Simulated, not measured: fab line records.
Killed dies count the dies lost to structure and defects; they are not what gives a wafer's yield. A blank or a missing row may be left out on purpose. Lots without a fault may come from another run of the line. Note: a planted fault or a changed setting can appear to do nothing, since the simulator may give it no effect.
fab line records    flow rit_cmos
record: lots: 5  wafers: 23
route steps=202 shown PLDD@115 SPACER@130 NSD@139 PSD@150 SDANNEAL@155 SILICIDE@162 CONTACT@168 M1@188
start_h: hours from the record's first day to the start of the lot's first wafer shown    wait_h: hours since the lot's step before    " identical to the entry in the row above    L1.1+2: a single row standing in for several wafers    - either no value or no given start    * or withheld: withheld    < > ~ a bound
route shown NAME@n: names a module that has steps shown in the file, with the first one's number in the route    usual: mean/standard deviation taken from wafers without a fault    same: alike in all rows    chamber/n: place in a boat    sites: the reading at each site    _std_site: the values' standard deviation    _edge_site: outer sites' mean less inner sites'    radius_mm: for every site, how far away it sits from the centre of the wafer    mask NAME#n: copy n    behind: tool/chamber where the wafer was last shaped    hold: why the lot went on hold/how many hours it stayed there/how the hold came to an end    device: whichever transistor did not switch (one of n, p or np)    end of line: tests of these same wafers at the route's end    for a step that has no rows: nothing shown but its recipe    killed: not the wafer's yield, but the dies lost to structure and defects at the first sort    map: per-die view of a wafer (x killed, . not killed, _ where there is no die)
set.NAME: the setting as run; set.NAME@STEP: as run at that earlier step    model.NAME: the simulator's own value behind a step, which no gauge read
lots with deliberately changed settings; one table per step, one row per wafer
== steps ==
step: RIT_PLDD_COAT_01
recipe: resist: NOVOLAK  spin_rpm: 3250  resist_thk_nm: 1000
lot.wafer  tool            chamber  start_h  wait_h  set.resist_thk_nm  model.NOVOLAK_of_PLDD_COAT_01.thk_nm
L076.1     litho_track-01  0        54.29    0.1     1000               1001
L076.3     "               0        "        "       1019               1021
L076.4     "               0        "        "       1000               1005
L076.5     "               0        "        "       1000               1000
L076.6     "               0        "        "       1019               1018
L077.1     litho_track-01  0        58.15    0.1     1000               997.4
L077.5+6   "               0        "        "       1000               1001
L078.1     litho_track-01  0        62.30    0.1     947.7              950.7
L078.2     "               0        "        "       1000               998.2
L078.4     "               0        "        "       947.7              946
L078.5     "               0        "        "       947.7              946.5
L078.6     "               0        "        "       1000               995.5
L081.1     litho_track-01  0        78.24    0.1     965.9              964.7
L081.2     "               0        "        "       1000               1002
L081.4     "               0        "        "       1000               1001
L081.5     "               0        "        "       965.9              967.7
L081.6     "               0        "        "       965.9              966.3
L085.2     litho_track-02  0        96.31    0.1     1000               1002
L085.3     "               0        "        "       1000               1001
L085.4     "               0        "        "       1000               999.6
L085.5     "               0        "        "       940.9              941.8
L085.6     "               0        "        "       940.9              943.7
step: RIT_PLDD_SOFTBAKE_02
recipe: resist: NOVOLAK  temp_c: 90  time_s: 60
step: RIT_PLDD_EXPOSE_03
recipe: mask_id: M8  na: 0.57  target_cd_nm: 40900  dose_mj: 250
step: RIT_PLDD_DEVELOP_05
recipe: resist: NOVOLAK  develop_time_s: 50  dev_temp_c: 23
step: RIT_PLDD_HARDBAKE_07
recipe: resist: NOVOLAK  temp_c: 140  time_s: 60
lot.wafer  tool            chamber  start_h  wait_h  set.resist_thk_nm@PLDD_COAT_01  model.NOVOLAK_of_PLDD_COAT_01.thk_nm
L076.1     litho_track-02  0        55.02    0.0     1000                            884.7
L076.3     "               0        "        "       1019                            902.3
L076.4     "               0        "        "       1000                            888.2
L076.5     "               0        "        "       1000                            884.1
L076.6     "               0        "        "       1019                            899.4
L077.1     litho_track-02  0        58.89    0.0     1000                            881.4
L077.5+6   "               0        "        "       1000                            884.3
L078.1     litho_track-02  0        63.25    0.0     947.7                           840.7
L078.2     "               0        "        "       1000                            882.1
L078.4     "               0        "        "       947.7                           836.6
L078.5     "               0        "        "       947.7                           837
L078.6     "               0        "        "       1000                            879.8
L081.1     litho_track-01  0        78.98    0.0     965.9                           852.9
L081.2     "               0        "        "       1000                            885.8
L081.4     "               0        "        "       1000                            884.7
L081.5     "               0        "        "       965.9                           855.5
L081.6     "               0        "        "       965.9                           854.3
L085.2     litho_track-01  0        97.30    0.0     1000                            885.1
L085.3     "               0        "        "       1000                            884.6
L085.4     "               0        "        "       1000                            883.5
L085.5     "               0        "        "       940.9                           832.8
L085.6     "               0        "        "       940.9                           834.4
step: RIT_PLDD_IMPLANT_08
recipe: species: BF2  energy_kev: 20  dose_cm2: 9e+14  tilt_deg: 7
lot.wafer       tool          chamber  start_h  wait_h  set.energy_kev  model.implant.rp_nm  model.implant.drp_nm
L076.1+4+6      implanter-02  0        55.17    0.1     20              17.42                9.752
L076.3+5        "             0        "        "       19              16.73                9.406
L077.1+5+6      implanter-03  0        59.04    0.1     20              17.86                9.752
L078.1+2+4+5+6  implanter-04  0        63.40    0.1     20              17.24                9.752
L081.1+5        implanter-02  0        79.13    0.1     21.01           17.96                10.09
L081.2+4+6      "             0        "        "       20              17.29                9.752
L085.2+4        implanter-03  0        97.45    0.1     20              17.37                9.752
L085.3+5+6      "             0        "        "       20.97           18.03                10.08
step: RIT_SPACER_ETCHBACK_05
recipe: target_depth_a: 2500  SF6_flow_sccm: 30  CHF3_flow_sccm: 30  target: Si3N4  chemistry: SF6/CHF3  pressure_mtorr: 40  rf_w: 250  time_s: 240  stop_on: SiO2
usual: oes_product_au: 0.845/0.015
lot.wafer  tool         chamber  start_h  wait_h  set.time_s  oes_product_au  model.Si3N4_of_SPACER_CVD_03.thk_nm
L076.1     rie_diel-03  2        57.90    0.1     240         0.849           195.6
L076.3     "            3        "        "       240         0.835           195.9
L076.4     "            1        "        "       212.8       0.915           199.7
L076.5     "            2        "        "       240         0.843           194.9
L076.6     "            1        "        "       212.8       0.916           201.4
L077.1     rie_diel-02  0        61.80    0.1     240         0.839           195.9
L077.5     "            3        "        "       240         0.858           195.5
L077.6     "            2        "        "       240         0.862           195.1
L078.1     rie_diel-02  3        66.13    0.1     240         0.866           196.4
L078.2     "            0        "        "       240         0.857           197.1
L078.4     "            2        "        "       240         0.870           197.5
L078.5     "            3        "        "       240         0.861           197.6
L078.6     "            0        "        "       240         0.849           196.9
L081.1     rie_diel-02  0        81.89    0.1     240         0.837           195.7
L081.2     "            3        "        "       227.5       0.894           197.8
L081.4     "            2        "        "       240         0.865           195.5
L081.5     "            3        "        "       227.5       0.889           197.6
L081.6     "            0        "        "       240         0.840           195.6
L085.2     rie_diel-01  2        100.15   0.0     229.9       0.861           199.5
L085.3     "            1        "        "       229.9       0.900           200.4
L085.4     "            0        "        "       240         0.839           197
L085.5     "            3        "        "       229.9       0.876           199.6
L085.6     "            2        "        "       240         0.838           198.8
step: RIT_NSD_IMPLANT_08
recipe: species: P  energy_kev: 25  dose_cm2: 1e+15  tilt_deg: 7
lot.wafer   tool          chamber  start_h  wait_h  set.energy_kev  model.implant.rp_nm  model.implant.drp_nm
L076.1+5+6  implanter-01  0        59.32    0.1     26.05           33.16                15.21
L076.3+4    "             0        "        "       25              32.26                14.84
L077.1+5+6  implanter-03  0        63.11    0.1     25              32.23                14.84
L078.1+2    implanter-01  0        67.62    0.1     25.88           34.55                15.15
L078.4+5+6  "             0        "        "       25              33.75                14.84
L081.1+2+4  implanter-04  0        83.35    0.1     24.29           30.91                14.58
L081.5+6    "             0        "        "       25              31.52                14.84
L085.2+3    implanter-03  0        101.74   0.1     25              33.81                14.84
L085.4+5+6  "             0        "        "       26.5            35.16                15.37
step: RIT_PSD_IMPLANT_08
recipe: species: BF2  energy_kev: 27  dose_cm2: 5e+15  tilt_deg: 7
lot.wafer       tool          chamber  start_h  wait_h  set.energy_kev  model.implant.rp_nm  model.implant.drp_nm
L076.1+3        implanter-02  0        61.23    0.1     27              21.65                12.05
L076.4+5+6      "             0        "        "       26.4            21.26                11.86
L077.1+5+6      implanter-01  0        64.53    0.1     27              22.23                12.05
L078.1+4        implanter-01  0        69.04    0.1     27              22.12                12.05
L078.2+5+6      "             0        "        "       28.01           22.78                12.36
L081.1+4+5      implanter-03  0        84.99    0.1     27              22.11                12.05
L081.2+6        "             0        "        "       28.33           22.98                12.46
L085.2+3+4+5+6  implanter-03  0        103.28   0.1     27              22.01                12.05
step: RIT_SDANNEAL_CLEAN_02
recipe: chemistry: SC2  mix: 3:3:50  time_s: 600  temp_c: 75  dry: n2_spin
lot.wafer       tool          chamber  start_h  wait_h  set.time_s
L076.1+3+4+5+6  -             -        -        0.0     600
L077.1+5+6      wet_bench-03  1        65.11    0.0     600
L078.1+2+4+5+6  -             -        -        0.0     514.6
L081.1+2+4+5+6  -             -        -        0.0     536.9
L085.2+3+4+5+6  -             -        -        0.0     534.6
step: RIT_SDANNEAL_RTA_03
recipe: temp_c: 1050  time_s: 5  idle_temp_c: 600  ramp_up_c_per_s: 342  ramp_down_c_per_s: 171  cool_to_c: 600  ambient: N2
step: RIT_SDANNEAL_RS_MEAS_04
recipe: thk_meas_gauge: four-point-probe
usual: PSD_RS: 115.99/0.28
lot.wafer  tool           chamber  start_h  wait_h  set.energy_kev@PSD_IMPLANT_08  PSD_RS[ohm/sq]
L076.1     film_metro-04  -        62.04    0.0     27                             115.57
L076.3     "              -        "        "       27                             115.78
L076.4     "              -        "        "       26.4                           116.92
L076.5     "              -        "        "       26.4                           116.77
L076.6     "              -        "        "       26.4                           117.05
L077.1     film_metro-03  -        65.34    0.0     27                             116.04
L077.5     "              -        "        "       27                             115.84
L077.6     "              -        "        "       27                             115.94
L078.1     film_metro-03  -        69.88    0.0     27                             116.21
L078.2     "              -        "        "       28.01                          114.30
L078.4     "              -        "        "       27                             116.63
L078.5     "              -        "        "       28.01                          114.27
L078.6     "              -        "        "       28.01                          114.34
L081.1     film_metro-02  -        85.84    0.0     27                             116.31
L081.2     "              -        "        "       28.33                          113.27
L081.4     "              -        "        "       27                             116.00
L081.5     "              -        "        "       27                             116.29
L081.6     "              -        "        "       28.33                          113.12
L085.2     film_metro-03  -        104.12   0.1     27                             115.88
L085.3     "              -        "        "       27                             115.67
L085.4     "              -        "        "       27                             115.33
L085.5     "              -        "        "       27                             115.73
L085.6     "              -        "        "       27                             115.61
step: RIT_SDANNEAL_RS_MEAS_05
recipe: thk_meas_gauge: four-point-probe
usual: NSD_RS: 84.74/0.28
lot.wafer  tool           chamber  start_h  wait_h  set.energy_kev@NSD_IMPLANT_08  NSD_RS[ohm/sq]
L076.1     film_metro-04  -        62.16    0.1     26.05                          84.72
L076.3     "              -        "        "       25                             85.31
L076.4     "              -        "        "       25                             85.28
L076.5     "              -        "        "       26.05                          84.67
L076.6     "              -        "        "       26.05                          84.77
L077.1     film_metro-03  -        65.46    0.1     25                             84.97
L077.5     "              -        "        "       25                             84.95
L077.6     "              -        "        "       25                             85.17
L078.1     film_metro-03  -        70.00    0.1     25.88                          84.42
L078.2     "              -        "        "       25.88                          84.43
L078.4     "              -        "        "       25                             85.03
L078.5     "              -        "        "       25                             85.02
L078.6     "              -        "        "       25                             84.76
L081.1     film_metro-02  -        85.96    0.1     24.29                          85.11
L081.2     "              -        "        "       24.29                          85.09
L081.4     "              -        "        "       24.29                          85.25
L081.5     "              -        "        "       25                             84.73
L081.6     "              -        "        "       25                             84.55
L085.2     film_metro-03  -        104.24   0.1     25                             84.92
L085.3     "              -        "        "       25                             84.45
L085.4     "              -        "        "       26.5                           83.92
L085.5     "              -        "        "       26.5                           83.66
L085.6     "              -        "        "       26.5                           83.96
step: RIT_SDANNEAL_RS_MEAS_06
recipe: thk_meas_gauge: four-point-probe
usual: PLDD_RS: 178.8/0.59
lot.wafer  tool           chamber  start_h  wait_h  set.energy_kev@PLDD_IMPLANT_08  PLDD_RS[ohm/sq]
L076.1     film_metro-04  -        62.28    0.1     20                              178.4
L076.3     "              -        "        "       19                              181.2
L076.4     "              -        "        "       20                              178.0
L076.5     "              -        "        "       19                              181.1
L076.6     "              -        "        "       20                              177.9
L077.1     film_metro-03  -        65.58    0.1     20                              178.5
L077.5     "              -        "        "       20                              178.8
L077.6     "              -        "        "       20                              178.8
L078.1     film_metro-03  -        70.12    0.1     20                              179.9
L078.2     "              -        "        "       20                              180.0
L078.4     "              -        "        "       20                              180.0
L078.5     "              -        "        "       20                              180.1
L078.6     "              -        "        "       20                              179.3
L081.1     film_metro-02  -        86.08    0.1     21.01                           175.8
L081.2     "              -        "        "       20                              178.2
L081.4     "              -        "        "       20                              179.0
L081.5     "              -        "        "       21.01                           175.4
L081.6     "              -        "        "       20                              178.8
L085.2     film_metro-03  -        104.36   0.1     20                              178.7
L085.3     "              -        "        "       20.97                           175.7
L085.4     "              -        "        "       20                              177.8
L085.5     "              -        "        "       20.97                           175.3
L085.6     "              -        "        "       20.97                           175.0
step: RIT_SILICIDE_SPUTTER_01
recipe: material: Ti  target_thk_nm: 30  power_w: 350  chamber_pressure_pa: 0.667  gas: Ar  time_s: 240  substrate_temp_c: 25
lot.wafer  tool            chamber  start_h  wait_h  set.power_w  model.Ti_of_SILICIDE_SPUTTER_01.thk_nm
L076.1     pvd_sputter-03  -        62.53    0.0     350          29.46
L076.3     "               -        "        "       325.7        27.31
L076.4     "               -        "        "       325.7        27.33
L076.5     "               -        "        "       325.7        27.75
L076.6     "               -        "        "       350          29.45
L077.1     pvd_sputter-02  -        65.83    0.0     350          29.99
L077.5     "               -        "        "       350          29.41
L077.6     "               -        "        "       350          29.86
L078.1     pvd_sputter-03  -        70.37    0.0     384.3        32.75
L078.2     "               -        "        "       350          30.34
L078.4     "               -        "        "       350          29.69
L078.5     "               -        "        "       384.3        32.71
L078.6     "               -        "        "       384.3        33.11
L081.1     pvd_sputter-02  -        86.33    0.0     335.5        29.28
L081.2     "               -        "        "       335.5        28.83
L081.4     "               -        "        "       350          30.08
L081.5     "               -        "        "       335.5        29.65
L081.6     "               -        "        "       350          30.44
L085.2     pvd_sputter-02  -        104.59   0.0     350          30.66
L085.3     "               -        "        "       368.8        31.93
L085.4     "               -        "        "       350          30.1
L085.5     "               -        "        "       350          30.06
L085.6     "               -        "        "       368.8        32.26
step: RIT_SILICIDE_RS_MEAS_02
recipe: thk_meas_gauge: four-point-probe  reads: Ti_of_SILICIDE_SPUTTER_01
usual: SILICIDE_TI_RS: 47.8/0.76
lot.wafer  tool           chamber  start_h  wait_h  set.power_w@SILICIDE_SPUTTER_01  SILICIDE_TI_RS[ohm/sq]
L076.1     film_metro-01  -        62.68    0.1     350                              49.1
L076.3     "              -        "        "       325.7                            53.9
L076.4     "              -        "        "       325.7                            53.9
L076.5     "              -        "        "       325.7                            52.8
L076.6     "              -        "        "       350                              49.2
L077.1     film_metro-01  -        65.98    0.1     350                              47.9
L077.5     "              -        "        "       350                              49.2
L077.6     "              -        "        "       350                              48.2
L078.1     film_metro-04  -        70.52    0.1     384.3                            42.9
L078.2     "              -        "        "       350                              47.2
L078.4     "              -        "        "       350                              48.5
L078.5     "              -        "        "       384.3                            43.0
L078.6     "              -        "        "       384.3                            42.4
L081.1     film_metro-03  -        86.48    0.1     335.5                            49.4
L081.2     "              -        "        "       335.5                            50.5
L081.4     "              -        "        "       350                              47.8
L081.5     "              -        "        "       335.5                            48.7
L081.6     "              -        "        "       350                              47.1
L085.2     film_metro-01  -        104.76   0.1     350                              46.7
L085.3     "              -        "        "       368.8                            44.3
L085.4     "              -        "        "       350                              47.8
L085.5     "              -        "        "       350                              47.8
L085.6     "              -        "        "       368.8                            43.9
step: RIT_SILICIDE_THK_MEAS_03
recipe: thk_meas_gauge: xrf  reads: Ti_of_SILICIDE_SPUTTER_01
usual: SILICIDE_TI_THK: 30.1/0.39
lot.wafer  tool           chamber  start_h  wait_h  set.power_w@SILICIDE_SPUTTER_01  SILICIDE_TI_THK[nm]
L076.1     film_metro-01  -        62.80    0.1     350                              29.5
L076.3     "              -        "        "       325.7                            27.4
L076.4     "              -        "        "       325.7                            27.5
L076.5     "              -        "        "       325.7                            28.0
L076.6     "              -        "        "       350                              29.4
L077.1     film_metro-01  -        66.10    0.1     350                              30.2
L077.5     "              -        "        "       350                              29.3
L077.6     "              -        "        "       350                              29.9
L078.1     film_metro-04  -        70.64    0.1     384.3                            32.7
L078.2     "              -        "        "       350                              30.2
L078.4     "              -        "        "       350                              29.8
L078.5     "              -        "        "       384.3                            32.9
L078.6     "              -        "        "       384.3                            33.2
L081.1     film_metro-03  -        86.60    0.1     335.5                            29.3
L081.2     "              -        "        "       335.5                            28.8
L081.4     "              -        "        "       350                              30.2
L081.5     "              -        "        "       335.5                            29.7
L081.6     "              -        "        "       350                              30.4
L085.2     film_metro-01  -        104.87   0.1     350                              30.5
L085.3     "              -        "        "       368.8                            31.9
L085.4     "              -        "        "       350                              30.0
L085.5     "              -        "        "       350                              30.2
L085.6     "              -        "        "       368.8                            32.3
step: RIT_CONTACT_CVD_00
recipe: material: SiO2  target_thk_nm: 400  precursor: TEOS  temp_c: 390  time_s: 61  rf_w: 400
lot.wafer  tool      chamber  start_h  wait_h  set.time_s  model.SiO2_of_CONTACT_CVD_00.thk_nm
L076.1     pecvd-03  1        63.04    0.1     61          396.4
L076.3     "         0        "        "       61          391.7
L076.4     "         1        "        "       61          399.5
L076.5     "         0        "        "       61          403
L076.6     "         2        "        "       61          399.8
L077.1     pecvd-02  1        66.34    0.1     61          397
L077.5     "         0        "        "       61          397.3
L077.6     "         2        "        "       61          406.2
L078.1     pecvd-01  0        70.88    0.1     61          396.4
L078.2     "         2        "        "       61          392.7
L078.4     "         2        "        "       61          401.8
L078.5     "         0        "        "       61          402.8
L078.6     "         1        "        "       61          406.4
L081.1     pecvd-01  2        86.83    0.1     56.51       365.2
L081.2     "         0        "        "       56.51       368.9
L081.4     "         1        "        "       61          402.7
L081.5     "         0        "        "       61          403.3
L081.6     "         2        "        "       61          400
L085.2     pecvd-03  0        105.10   0.0     61          399.7
L085.3     "         1        "        "       61          401
L085.4     "         2        "        "       67.14       447.4
L085.5     "         0        "        "       67.14       446.9
L085.6     "         1        "        "       61          408.5
step: RIT_CONTACT_THK_MEAS_01
recipe: reads: SiO2_of_CONTACT_CVD_00
usual: CONTACT_TEOS_THK: 401/4.6
lot.wafer  tool           chamber  start_h  wait_h  set.time_s@CONTACT_CVD_00  CONTACT_TEOS_THK[nm]
L076.1     film_metro-04  -        63.09    0.0     61                         397
L076.3     "              -        "        "       61                         392
L076.4     "              -        "        "       61                         399
L076.5     "              -        "        "       61                         403
L076.6     "              -        "        "       61                         400
L077.1     film_metro-02  -        66.39    0.0     61                         397
L077.5     "              -        "        "       61                         398
L077.6     "              -        "        "       61                         406
L078.1     film_metro-01  -        70.93    0.0     61                         396
L078.2     "              -        "        "       61                         392
L078.4     "              -        "        "       61                         402
L078.5     "              -        "        "       61                         403
L078.6     "              -        "        "       61                         406
L081.1     film_metro-02  -        86.88    0.0     56.51                      365
L081.2     "              -        "        "       56.51                      369
L081.4     "              -        "        "       61                         403
L081.5     "              -        "        "       61                         403
L081.6     "              -        "        "       61                         400
L085.2     film_metro-04  -        105.16   0.0     61                         400
L085.3     "              -        "        "       61                         401
L085.4     "              -        "        "       67.14                      447
L085.5     "              -        "        "       67.14                      447
L085.6     "              -        "        "       61                         408
step: RIT_M1_COAT_04
recipe: resist: NOVOLAK  spin_rpm: 2000  resist_thk_nm: 1300
lot.wafer  tool            chamber  start_h  wait_h  set.resist_thk_nm  model.NOVOLAK_of_M1_COAT_04.thk_nm
L076.1     litho_track-04  0        66.01    0.1     1332               1334
L076.3     "               0        "        "       1300               1300
L076.4+6   "               0        "        "       1300               1301
L076.5     "               0        "        "       1332               1335
L077.1     litho_track-01  0        69.24    0.1     1300               1297
L077.5+6   "               0        "        "       1300               1299
L078.1+2   litho_track-04  0        73.86    0.1     1300               1295
L078.4     "               0        "        "       1232               1228
L078.5     "               0        "        "       1300               1300
L078.6     "               0        "        "       1232               1224
L081.1+2   litho_track-02  0        89.92    0.1     1300               1294
L081.4+6   "               0        "        "       1300               1296
L081.5     "               0        "        "       1300               1295
L085.2+6   litho_track-04  0        107.99   0.1     1300               1297
L085.3     "               0        "        "       1300               1293
L085.4+5   "               0        "        "       1300               1294
step: RIT_M1_SOFTBAKE_05
recipe: resist: NOVOLAK  temp_c: 90  time_s: 60
step: RIT_M1_EXPOSE_06
recipe: mask_id: M12  na: 0.6  source_shape: conventional  sigma_outer: 0.5  target_cd_nm: 2600  dose_mj: 250
step: RIT_M1_HARDBAKE_11
recipe: resist: NOVOLAK  temp_c: 140  time_s: 120
lot.wafer   tool            chamber  start_h  wait_h  set.resist_thk_nm@M1_COAT_04  model.NOVOLAK_of_M1_COAT_04.thk_nm
L076.1      litho_track-01  0        66.90    0.0     1332                          1166
L076.3      "               0        "        "       1300                          1136
L076.4+6    "               0        "        "       1300                          1138
L076.5      "               0        "        "       1332                          1167
L077.1      litho_track-01  0        70.13    0.0     1300                          1134
L077.5+6    "               0        "        "       1300                          1136
L078.1      litho_track-02  0        74.75    0.0     1300                          1132
L078.2      "               0        "        "       1300                          1133
L078.4      "               0        "        "       1232                          1075
L078.5      "               0        "        "       1300                          1137
L078.6      "               0        "        "       1232                          1072
L081.1+2    litho_track-01  0        90.93    0.0     1300                          1132
L081.4+5+6  "               0        "        "       1300                          1133
L085.2      litho_track-02  0        108.91   0.1     1300                          1134
L085.3      "               0        "        "       1300                          1131
L085.4+5    "               0        "        "       1300                          1132
L085.6      "               0        "        "       1300                          1135
step: RIT_M1_PROBE_99
lot.wafer  tool       chamber  start_h  wait_h  set.energy_kev@PLDD_IMPLANT_08  model.etest.pldd.rs_ohm_sq
L076.1     prober-01  -        69.42    0.1     20                              516.3
L076.3     prober-01  -        69.52    0.2     19                              567.1
L076.4     prober-01  -        69.57    0.2     20                              524.2
L076.5     prober-01  -        69.62    0.2     19                              563.6
L076.6     prober-01  -        69.67    0.2     20                              512.3
L077.1     prober-02  -        73.67    0.1     20                              526.2
L077.5     prober-02  -        73.87    0.2     20                              489.1
L077.6     prober-02  -        73.92    0.2     20                              516.2
L078.1     prober-01  -        77.25    0.1     20                              561
L078.2     prober-01  -        77.30    0.1     20                              521.1
L078.4     prober-01  -        77.40    0.2     20                              547.8
L078.5     prober-01  -        77.45    0.2     20                              546
L078.6     prober-01  -        77.50    0.2     20                              555.7
L081.1     prober-02  -        93.43    0.1     21.01                           481.3
L081.2     prober-02  -        93.48    0.1     20                              520.1
L081.4     prober-02  -        93.58    0.2     20                              517.3
L081.5     prober-02  -        93.63    0.2     21.01                           474.4
L081.6     prober-02  -        93.68    0.2     20                              523.5
L085.2     prober-02  -        111.42   0.1     20                              507.6
L085.3     prober-02  -        111.47   0.2     20.97                           482.4
L085.4     prober-02  -        111.52   0.2     20                              539.9
L085.5     prober-02  -        111.57   0.2     20.97                           470.6
L085.6     prober-02  -        111.62   0.2     20.97                           476.2
killed by level:class
L077.1 FOX1:geometric_particle:open=2 FOX1:geometric_particle:short=2 GATE:geometric_particle:short=1 REOX:geometric_particle:short=1 SILICIDE:geometric_particle:short=1
L077.5 SILICIDE:geometric_particle:open=2 SPACER:geometric_particle:open=1 SPACER:geometric_particle:short=1 SILICIDE:geometric_particle:short=1
L077.6 FOX1:geometric_particle:short=1 GATE:geometric_particle:open=1 GATE:geometric_particle:short=1
== key ==
split: step: RIT_PLDD_COAT_01  setting: resist_thk_nm  stated: 1000  by: wafer
response: step: RIT_PLDD_COAT_01  reading: model.NOVOLAK_of_PLDD_COAT_01.thk_nm  change: +9.71  per: 1%  r: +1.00
response: step: RIT_PLDD_HARDBAKE_07  reading: model.NOVOLAK_of_PLDD_COAT_01.thk_nm  change: +8.5  per: 1%  r: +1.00
split: step: RIT_PLDD_IMPLANT_08  setting: energy_kev  stated: 20  by: wafer
response: step: RIT_PLDD_IMPLANT_08  reading: model.implant.rp_nm  change: +0.135  per: 1%  r: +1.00
response: step: RIT_PLDD_IMPLANT_08  reading: model.implant.drp_nm  change: +0.0683  per: 1%  r: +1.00
response: step: RIT_SDANNEAL_RS_MEAS_06  reading: PLDD_RS  change: -0.602  per: 1%  r: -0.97
response: step: RIT_M1_PROBE_99  reading: model.etest.pldd.rs_ohm_sq  change: -9.22  per: 1%  r: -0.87
split: step: RIT_SPACER_ETCHBACK_05  setting: time_s  stated: 240  by: wafer
response: step: RIT_SPACER_ETCHBACK_05  reading: oes_product_au  change: -0.0071  per: 1%  r: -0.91
response: step: RIT_SPACER_ETCHBACK_05  reading: model.Si3N4_of_SPACER_CVD_03.thk_nm  change: -0.443  per: 1%  r: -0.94
split: step: RIT_NSD_IMPLANT_08  setting: energy_kev  stated: 25  by: wafer
response: step: RIT_NSD_IMPLANT_08  reading: model.implant.rp_nm  change: +0.223  per: 1%  r: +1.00
response: step: RIT_NSD_IMPLANT_08  reading: model.implant.drp_nm  change: +0.0888  per: 1%  r: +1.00
response: step: RIT_SDANNEAL_RS_MEAS_05  reading: NSD_RS  change: -0.145  per: 1%  r: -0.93
split: step: RIT_PSD_IMPLANT_08  setting: energy_kev  stated: 27  by: wafer
response: step: RIT_PSD_IMPLANT_08  reading: model.implant.rp_nm  change: +0.176  per: 1%  r: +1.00
response: step: RIT_PSD_IMPLANT_08  reading: model.implant.drp_nm  change: +0.0843  per: 1%  r: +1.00
response: step: RIT_SDANNEAL_RS_MEAS_04  reading: PSD_RS  change: -0.59  per: 1%  r: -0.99
split: step: RIT_SDANNEAL_CLEAN_02  setting: time_s  stated: 600  by: lot
response none clear
split: step: RIT_SILICIDE_SPUTTER_01  setting: power_w  stated: 350  by: wafer
response: step: RIT_SILICIDE_SPUTTER_01  reading: model.Ti_of_SILICIDE_SPUTTER_01.thk_nm  change: +0.293  per: 1%  r: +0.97
response: step: RIT_SILICIDE_RS_MEAS_02  reading: SILICIDE_TI_RS  change: -0.563  per: 1%  r: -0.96
response: step: RIT_SILICIDE_THK_MEAS_03  reading: SILICIDE_TI_THK  change: +0.295  per: 1%  r: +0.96
split: step: RIT_CONTACT_CVD_00  setting: time_s  stated: 61  by: wafer
response: step: RIT_CONTACT_CVD_00  reading: model.SiO2_of_CONTACT_CVD_00.thk_nm  change: +4.5  per: 1%  r: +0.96
response: step: RIT_CONTACT_THK_MEAS_01  reading: CONTACT_TEOS_THK  change: +4.51  per: 1%  r: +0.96
split: step: RIT_M1_COAT_04  setting: resist_thk_nm  stated: 1300  by: wafer
response: step: RIT_M1_COAT_04  reading: model.NOVOLAK_of_M1_COAT_04.thk_nm  change: +13.5  per: 1%  r: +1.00
response: step: RIT_M1_HARDBAKE_11  reading: model.NOVOLAK_of_M1_COAT_04.thk_nm  change: +11.6  per: 1%  r: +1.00
